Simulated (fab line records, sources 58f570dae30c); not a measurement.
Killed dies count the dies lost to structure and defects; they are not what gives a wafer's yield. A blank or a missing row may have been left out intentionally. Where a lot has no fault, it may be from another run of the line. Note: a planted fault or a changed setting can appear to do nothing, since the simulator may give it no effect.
What tool caused it? | flow berkeley cmos170 | 15 lots with 45 wafers sampled at 2 steps, on a route of 331 steps

WHAT THE GAUGES READ, wafer by wafer
UCB170_ACTIVE_THK_MEAS_06.
lot  | measured     | on            | ACTIVE_NITRIDE_THK (nm)
L319 | day 5 01:07  | film metro-02 | 221.4 220.9 220.9
L320 | day 5 10:47  | film metro-04 | 225.8 224.5 223.4
L321 | day 5 10:47  | film metro-03 | 222.8 221.3 221.6
L323 | day 5 18:47  | film metro-02 | 218.0 218.9 218.9
L327 | day 7 01:48  | film metro-03 | 221.2 222.5 222.8
L330 | day 7 14:04  | film metro-04 | 224.3 221.8 223.8
L331 | day 7 21:55  | film metro-03 | 127.6 127.8 127.7
L332 | day 7 21:56  | film metro-04 | 129.7 129.0 127.2
L333 | day 7 21:55  | film metro-02 | 125.6 127.0 128.3
L336 | day 8 20:50  | film metro-04 | 222.3 223.6 223.1
L337 | day 9 07:48  | film metro-02 | 221.7 222.1 222.5
L338 | day 9 07:48  | film metro-04 | 222.0 221.4 223.0
L339 | day 9 18:52  | film metro-04 | 218.7 219.6 217.6
L340 | day 9 18:54  | film metro-03 | 224.9 224.5 226.2
L341 | day 10 06:32 | film metro-03 | 221.5 220.9 219.8

TOOL THAT RAN EACH LOT (tool first, then ch and the chambers of the sampled wafers, then the start)
lot  | UCB170_ACTIVE_CVD_05
L319 | lpcvd-02 ch 0, day 4 23:12
L320 | lpcvd-01 ch 1, day 5 08:52
L321 | lpcvd-01 ch 0, day 5 08:52
L323 | lpcvd-01 ch 0, day 5 16:51
L327 | lpcvd-01 ch 0, day 6 23:52
L330 | lpcvd-01 ch 1, day 7 12:09
L331 | lpcvd-01 ch 0, day 7 19:59
L332 | lpcvd-01 ch 1, day 7 19:59
L333 | lpcvd-01 ch 0, day 7 19:59
L336 | lpcvd-02 ch 0, day 8 18:55
L337 | lpcvd-02 ch 1, day 9 05:53
L338 | lpcvd-02 ch 1, day 9 05:53
L339 | lpcvd-02 ch 0, day 9 16:57
L340 | lpcvd-02 ch 0, day 9 16:57
L341 | lpcvd-02 ch 0, day 10 04:37
- UCB170_ACTIVE_CVD_05: deposits Si3N4 from SiH2Cl2/NH3, target thk 220 nm, time 3300 s.

AS READ BY THE TOOLS THEMSELVES (means over the sampled wafers that have a number; for cases with no such wafer, the mark the record gives instead)
UCB170_ACTIVE_CVD_05.
lot  | tool     | spike tc centre C (C) | spike tc load C (C) | spike tc source C (C) | susceptor temp C (C)
L319 | lpcvd-02 | 801.1                 | 828                 | 823.3                 | 799.8
L320 | lpcvd-01 | 800.4                 | 828                 | 820.4                 | 800.8
L321 | lpcvd-01 | 802.3                 | 821                 | 826.9                 | 800.2
L323 | lpcvd-01 | 803.2                 | 821                 | 826.6                 | 799.9
L327 | lpcvd-01 | 802.6                 | 821                 | 827.2                 | 800.4
L330 | lpcvd-01 | 801.6                 | 829                 | 820.3                 | 800.5
L331 | lpcvd-01 | 774.0                 | 791                 | 797.3                 | 771.0
L332 | lpcvd-01 | 771.8                 | 799                 | 789.6                 | 771.1
L333 | lpcvd-01 | 773.4                 | 792                 | 796.8                 | 771.1
L336 | lpcvd-02 | 800.3                 | 827                 | 822.7                 | 799.6
L337 | lpcvd-02 | 803.9                 | 824                 | 826.1                 | 800.2
L338 | lpcvd-02 | 803.8                 | 823                 | 827.1                 | 800.0
L339 | lpcvd-02 | 801.6                 | 826                 | 824.2                 | 800.3
L340 | lpcvd-02 | 801.3                 | 824                 | 822.8                 | 799.7
L341 | lpcvd-02 | 802.4                 | 826                 | 822.6                 | 799.8

THE ANSWER, worked out from the rows above alone
Rule: the lots themselves supply what counts as usual. The widest of any qualifying gaps counts: lots, ordered by their means at a reading, are off when they make up no more than a third of the lots, leave a main group of 4 or more, and stand apart from it by 3 or more times the standard deviation of that group's means. The tables above print the reading to a certain number of digits; a main group whose means all agree to those digits is not used. Also off: a lot with no number at a reading for which 4 or more lots have one. The other lots that the step has rows for count as sound. First the gauges in route order, then the tools' own readings, where a lot's mean is used as printed above. At the first step where some lot is off, the reading lying furthest off is the one used; lots without a number count as furthest.
Off: L331, L332, L333, at UCB170_ACTIVE_THK_MEAS_06 (ACTIVE_NITRIDE_THK). For the main group the mean is 221.9 nm and the standard deviation 1.9.
If a tool, at a process step before that reading, ran all the lots that are off and no sound lot after the first of them, it fits. Not tried: the gauges at UCB170_ACTIVE_THK_MEAS_06; whatever is off there is also off at UCB170_ACTIVE_CVD_05, on other tools, and gauge error can't account for it. One candidate fits, namely lpcvd-01 at UCB170_ACTIVE_CVD_05. A fault onset in the window from L330 (day 7 12:09, its last sound lot) to L331 (day 7 19:59, its first lot off) fits.
The tool's own readings at UCB170_ACTIVE_CVD_05 bear it out: on the lots that are off they differ by more than 5 times the standard deviation of the sound lots' means. spike tc centre C reads 773.1 C there against 802.0 C on the sound lots; spike tc load C reads 794 C there against 825 C on the sound lots; spike tc source C reads 794.6 C there against 824.2 C on the sound lots; susceptor temp C reads 771.1 C there against 800.1 C on the sound lots.

WHAT HAD BEEN PUT IN BY THE SIMULATOR
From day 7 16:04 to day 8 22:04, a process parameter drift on lpcvd-01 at UCB170_ACTIVE_CVD_05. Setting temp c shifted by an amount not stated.
Shown lots that were struck: L333, L331, L332. The same result came from the rule above.
